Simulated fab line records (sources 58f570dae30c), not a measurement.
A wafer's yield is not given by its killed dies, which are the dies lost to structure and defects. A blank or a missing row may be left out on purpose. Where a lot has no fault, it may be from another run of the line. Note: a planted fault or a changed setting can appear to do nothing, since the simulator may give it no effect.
Split-lot study -- flow berkeley cmos170 -- route with 331 steps; 5 lots, 23 wafers read

## SPLIT DETAILS
At UCB170_SCREENOX_OXIDATION_01 (target thk 14.4 nm, ox time 2400 s), the setting ox time s was moved away from the recipe's 2400 s on 15 of the 23 wafers read, by -14.0% to +8.6%. All remaining wafers had this setting at the recipe value.

The reading comes from the split's own step.

## THE READING
SiO2_of_SCREENOX_OXIDATION_01.thk nm (the simulator's own value, which no gauge read), in nm, at UCB170_SCREENOX_OXIDATION_01 (target thk 14.4 nm, ox time 2400 s). No usual value for it is given in the file. Average 14.08 nm, standard deviation 0.15 nm, over the 8 wafers here run with the recipe.

wafer,"tool, chamber at the split","ox time s as run, s",against the recipe,"SiO2_of_SCREENOX_OXIDATION_01.thk nm, nm",against lot-mates on the recipe
L075.1,"-, -",2230,-7.1%,13.89,no lot-mate on the recipe
L075.2,"-, -",2230,-7.1%,14.02,no lot-mate on the recipe
L075.3,"-, -",2230,-7.1%,13.98,no lot-mate on the recipe
L075.5,"-, -",2230,-7.1%,13.79,no lot-mate on the recipe
L075.6,"-, -",2230,-7.1%,13.86,no lot-mate on the recipe
L077.1,"-, -",2606,+8.6%,14.97,no lot-mate on the recipe
L077.2,"-, -",2606,+8.6%,15.11,no lot-mate on the recipe
L077.3,"-, -",2606,+8.6%,14.87,no lot-mate on the recipe
L077.4,"-, -",2606,+8.6%,15.04,no lot-mate on the recipe
L077.5,"-, -",2606,+8.6%,14.98,no lot-mate on the recipe
L079.2,"furnace-02, 0",2400,recipe,13.82,-
L079.3,"furnace-02, 0",2400,recipe,13.9,-
L079.4,"furnace-02, 0",2400,recipe,13.96,-
L083.1,"-, -",2400,recipe,14.19,-
L083.2,"-, -",2400,recipe,14.24,-
L083.5,"-, -",2400,recipe,14.24,-
L083.3,"-, -",2400,recipe,14.12,-
L083.4,"-, -",2400,recipe,14.18,-
L084.1,"-, -",2063,-14.0%,13.01,no lot-mate on the recipe
L084.2,"-, -",2063,-14.0%,12.91,no lot-mate on the recipe
L084.3,"-, -",2063,-14.0%,12.78,no lot-mate on the recipe
L084.4,"-, -",2063,-14.0%,12.5,no lot-mate on the recipe
L084.5,"-, -",2063,-14.0%,12.74,no lot-mate on the recipe

FIT RESULTS
A straight line over all 23 wafers: SiO2_of_SCREENOX_OXIDATION_01.thk nm changes by +0.0896 nm for each +1% of ox time s; r = +0.95; the points scatter about the line by 0.24 nm.
Too few moved wafers with a lot-mate on the recipe to fit a line net of each lot's own level.

## THE FILE'S OWN FIT
SiO2_of_SCREENOX_OXIDATION_01.thk nm changes by +0.0896 nm for each +1% of ox time s, r = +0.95.
